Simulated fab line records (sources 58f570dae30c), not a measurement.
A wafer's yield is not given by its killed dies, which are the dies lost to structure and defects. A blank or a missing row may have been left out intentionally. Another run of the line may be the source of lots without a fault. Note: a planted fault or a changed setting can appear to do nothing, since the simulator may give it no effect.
The tool behind it: which one? | flow berkeley cmos170 | 7 lots with 21 wafers sampled at 2 steps, on a route of 331 steps

## WHAT THE GAUGES SHOWED, per wafer
UCB170_PSD_CD_MEAS_06: target cd 1200 nm.
lot  | measured     | on        | cd nm (nm)
L986 | day 8 06:09  | cd sem-02 | 1197.9 1200.8 1200.3
L988 | day 8 14:57  | cd sem-01 | 1199.5 1199.9 1200.7
L990 | day 9 08:14  | cd sem-01 | 1200.3 1200.5 1198.6
L992 | day 9 19:16  | cd sem-01 | 1202.2 1203.1 1204.0
L996 | day 10 10:01 | cd sem-02 | 1199.9 1200.3 1200.2
L105 | day 12 06:49 | cd sem-02 | 1202.6 1203.2 1200.5
L106 | day 12 07:36 | cd sem-02 | 1202.1 1203.8 1203.3

## TOOL THAT RAN EACH LOT (tool first, then ch and the chambers of the sampled wafers, then the start)
lot  | UCB170_NLDD_STRIP_10
L986 | plasma asher-03 ch 0,1, day 7 19:17
L988 | plasma asher-02 ch 0,1, day 8 07:51
L990 | plasma asher-03 ch 0,1, day 8 22:02
L992 | plasma asher-02 ch 0,1, day 9 13:08
L996 | plasma asher-03 ch 0,1, day 10 02:56
L105 | plasma asher-04 ch 0,1, day 12 00:37
L106 | plasma asher-04 ch 0,1, day 12 02:27
- UCB170_NLDD_STRIP_10: strips in O2.

## THE ANSWER, worked out from the rows above alone
Rule: the usual values come from the lots themselves. Put in order of their means at a reading, lots are off if they are a third of the lots or fewer, leave a main group of 4 or more, and stand apart from it by a gap of 3 or more times the standard deviation of the main group's means; of several such gaps the widest counts. If all means in a main group match to the digits the tables above print for the reading, that group is not used. Also off: a lot with no number at a reading for which 4 or more lots have one. Where the step has rows for the other lots, those lots are counted as sound.
Nothing can be told from this: no lot is off at any reading shown.

## WHAT THE SIMULATOR HAD PUT IN
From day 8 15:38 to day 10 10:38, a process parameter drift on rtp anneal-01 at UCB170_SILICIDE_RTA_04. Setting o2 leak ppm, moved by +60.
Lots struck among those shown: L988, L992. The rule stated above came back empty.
